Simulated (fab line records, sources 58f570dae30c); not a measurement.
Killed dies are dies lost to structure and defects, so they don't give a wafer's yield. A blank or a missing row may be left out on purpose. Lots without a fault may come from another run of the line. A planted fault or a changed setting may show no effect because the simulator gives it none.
Chamber matching | flow berkeley_cmos170 | UCB170_GATE_ETCH_15 on rie_si-01: 4 sister chambers
The step etches poly-Si in HBr/Cl2, stops on SiO2, time 56.3 s, target depth 278.2 nm. 14 wafers are shown with their chamber, then 7 later ones without.

WAFERS WITH THEIR CHAMBER
wafer  | chamber | throttle_valve_pct (%) | drypump_motor_current_A (A) | oes_product_au (a.u.)
L941.1 | 1       | 26.18                  | 5.5                         | 0.825
L941.2 | 2       | 26.75                  | 5.0                         | 0.798
L941.4 | 0       | 25.95                  | 5.6                         | 0.835
L942.1 | 2       | 26.78                  | 5.0                         | 0.815
L942.3 | 1       | 26.19                  | 5.5                         | 0.831
L942.6 | 1       | 26.20                  | 5.5                         | 0.820
L947.1 | 0       | 25.95                  | 5.6                         | 0.837
L947.2 | 1       | 26.19                  | 5.5                         | 0.820
L947.5 | 1       | 26.21                  | 5.5                         | 0.828
L950.2 | 1       | 26.19                  | 5.5                         | 0.818
L950.5 | 1       | 26.20                  | 5.5                         | 0.824
L950.6 | 3       | 26.55                  | 6.0                         | 0.825
L961.1 | 3       | 26.56                  | 6.0                         | 0.829
L961.3 | 2       | 26.81                  | 5.1                         | 0.831

SIGNATURES (means of the wafers above)
reading                 | chamber 0 | chamber 1 | chamber 2 | chamber 3 | scatter within a chamber
throttle_valve_pct      | 25.9500   | 26.1943   | 26.7800   | 26.5550   | 0.0156
drypump_motor_current_A | 5.600     | 5.500     | 5.033     | 6.000     | 0.0258
oes_product_au          | 0.83600   | 0.82371   | 0.81467   | 0.82700   | 0.0083
Rule: a wafer's distance from a chamber is the root of the sum, over the readings, of the square of ((its reading less the chamber's mean) divided by the reading's scatter). The wafer belongs to the nearest chamber; if the next one is less than 2 further off, it can't be placed. The scatter: the root of (the sum of the squares of (reading less its chamber's mean) over the shown wafers, divided by (wafers less chambers)).

WAFERS WITHOUT THEIR CHAMBER
wafer  | throttle_valve_pct (%) | drypump_motor_current_A (A) | oes_product_au (a.u.)
L961.4 | 26.19                  | 5.5                         | 0.827
L963.3 | 26.20                  | 5.5                         | 0.823
L963.4 | 26.81                  | 5.0                         | 0.835
L963.6 | 26.83                  | 5.0                         | 0.844
L964.1 | 26.82                  | 5.0                         | 0.821
L964.3 | 26.20                  | 5.5                         | 0.810
L964.5 | 26.19                  | 5.5                         | 0.805

WHICH CHAMBER EACH WENT THROUGH
wafer  | from the rows above | in truth
L961.4 | 1                   | 1
L963.3 | 1                   | 1
L963.4 | 2                   | 2
L963.6 | 2                   | 2
L964.1 | 2                   | 2
L964.3 | 1                   | 1
L964.5 | 1                   | 1
Placed correctly: 7 of 7. Can't be placed from these rows: 0. Placed wrongly: 0.
